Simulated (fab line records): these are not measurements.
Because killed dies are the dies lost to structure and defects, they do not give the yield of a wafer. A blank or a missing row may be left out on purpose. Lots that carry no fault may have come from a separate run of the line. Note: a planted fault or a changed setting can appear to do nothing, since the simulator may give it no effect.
Struck lot and sound lot, side by side ; flow rit cmos ; 27 out of 202 route steps
Sound: these wafers, L229.1, L229.2, L229.3. Wafers L217.1, L217.2, L217.5 were the ones struck. The cause is named last.
Per side, at each step with rows, come the tool, then ch with its chambers, and then its first start. Under that, the readings that differ: sound wafers ; struck wafers ; difference of the means ; sigmas: that difference in standard deviations of wafers without a fault.
alike: readings with means less than 2 such deviations apart, plus words and numbers identical on both sides. not compared: withheld readings, readings lacking a value on some wafer, bounds such as >300 that could conceal the same value, and numbers that have no deviation in the record and whose values overlap.
A row with sigmas, a row that says differs or no value, or rows on one side alone: a step with any of these is where the two part. Numbers that don't overlap but have no deviation are shown without sigmas and don't part them. Lack of a reading on every wafer of one side parts them only where that side has two or more wafers.

first, 4 steps without rows for these wafers: RIT_CONTACT_SOFTBAKE_04 (time 60 s); RIT_CONTACT_EXPOSE_05 (exposes mask M11, target cd 1000 nm); RIT_CONTACT_PEB_06; RIT_CONTACT_DEVELOP_07 (develop time 120 s).
RIT_CONTACT_CD_MEAS_08: the cd target is 1000 nm.
  sound on cd sem-02 at day 7 12:10; struck on cd sem-02 at day 4 20:13
reading;sound;struck;difference;sigmas
cd nm (nm);997.4 999.3 996.0;1002.7 1002.7 1001.4;+4.7;+2
RIT_CONTACT_OVL_MEAS_09:
  sound on overlay-02 at day 7 12:17; struck on overlay-01 at day 4 20:20
  alike: CONTACT_OVL
then, 1 step without rows for these wafers: RIT_CONTACT_HARDBAKE_10 (time 60 s).
RIT_CONTACT_ETCH_11: etches SiO2 in CHF3/CF4/Ar, stops on TiSi2, target depth 480 nm, time 320 s.
  sound on rie diel-03 ch 0,2,3, day 7 12:28; struck on rie diel-02 ch 2,3, day 4 20:31
  alike: drypump motor current A, oes product au, throttle valve pct
  not compared: rf hours counter h
RIT_CONTACT_STRIP_12: strips in O2, time 180 s.
  sound on plasma asher-04 ch 0,1, day 7 12:40; struck on plasma asher-01 ch 0,1, day 4 20:43
reading;sound;struck;difference;sigmas
drypump motor current A (A);6.3 6.3 6.3;5.7 4.9 4.9;-1.1;-2
  not compared: rf hours counter h
RIT_CONTACT_CD_MEAS_90: the cd target is 1000 nm.
  sound on cd sem-02 at day 7 12:50; struck on cd sem-01 at day 4 20:53
  alike: cd nm
then, 2 steps without rows for these wafers: RIT_CONTACT_CLEAN_13 (cleans in SC1, time 600 s); RIT_CONTACT_CLEAN_14 (cleans in SC2, time 600 s).
RIT_M1_SPUTTER_00: material Al, target thk 400 nm, time 500 s.
  sound on pvd sputter-02 at day 7 13:20; struck on pvd sputter-01 at day 4 21:22
reading;sound;struck;difference;sigmas
model.Al_of_M1_SPUTTER_00.thk nm (nm);400.3 400.7 398.5;500.7 495.6 498.6;+98.5;
  alike: substrate temp c, throttle valve pct
RIT_M1_RS_MEAS_01: measures by four-point-probe.
  sound on film metro-04 at day 7 13:37; struck on film metro-03 at day 4 21:39
reading;sound;struck;difference;sigmas
M1_AL_RS (ohm/sq);0.0736 0.0734 0.0738;0.0584 0.0591 0.0588;-0.0148;-23
RIT_M1_THK_MEAS_02: measures by xrf.
  sound on film metro-04 at day 7 13:44; struck on film metro-03 at day 4 21:46
reading;sound;struck;difference;sigmas
M1_AL_THK (nm);405 407 405;502 499 504;+96;+25
then, 6 steps without rows for these wafers: RIT_M1_HMDS_03 (prime time 60 s); RIT_M1_COAT_04 (resist thk 1300 nm); RIT_M1_SOFTBAKE_05 (time 60 s); RIT_M1_EXPOSE_06 (exposes mask M12, target cd 2600 nm); RIT_M1_PEB_07; RIT_M1_DEVELOP_08 (develop time 68 s).
RIT_M1_CD_MEAS_09: the cd target is 2600 nm.
  sound on cd sem-02 at day 7 14:45; struck on cd sem-02 at day 4 22:43
  alike: cd nm
RIT_M1_OVL_MEAS_10:
  sound on overlay-02 at day 7 14:52; struck on overlay-02 at day 4 22:50
  alike: M1_OVL
then, 1 step without rows for these wafers: RIT_M1_HARDBAKE_11 (time 120 s).
RIT_M1_METAL_ETCH_12: etches Al in Cl2/BCl3, stops on SiO2, time 165 s, target depth 600 nm.
  sound on rie metal-02 ch 0,1, day 7 15:10; struck on rie metal-01 ch 0,1, day 4 23:07
reading;sound;struck;difference;sigmas
oes product au (a.u.);0.764 0.786 0.759;0.914 0.864 0.910;+0.126;+9
throttle valve pct (%);8.53 8.31 8.53;8.26 8.18 8.25;-0.23;-2
  alike: drypump motor current A
  not compared: rf hours counter h
then, 1 step without rows for these wafers: RIT_M1_STRIP_13 (strips in nmp, time 600 s).
RIT_M1_PROBE_99:
  sound on prober-02 at day 7 17:26; struck on prober-01 at day 5 03:26
reading;sound;struck;difference;sigmas
killed at contacts;0 0 0;0 0 1;+0;+2
model.etest.m1.rs ohm sq;0.07231 0.07238 0.07309;0.05761 0.05846 0.05826;-0.01448;
model.etest.antenna m1.vt shift v (V);-0.00786 -0.01427 -0.01097;-0.004995 -0.005005 -0.004589;+0.006170;
  alike: defect limited yield, killed at front end, killed dies, killed open, killed short, sort_bin_3_pad_short, sort_bin_5_function, sort_bin_6_memory, sort n pass, sort yield pct
  not compared: model.etest.m1 comb over steps.leak log10 a um

WHERE THEY PART
Earliest at RIT_CONTACT_CD_MEAS_08; latest, in this record, at RIT_M1_PROBE_99.

WHY: what had been put in by the simulator
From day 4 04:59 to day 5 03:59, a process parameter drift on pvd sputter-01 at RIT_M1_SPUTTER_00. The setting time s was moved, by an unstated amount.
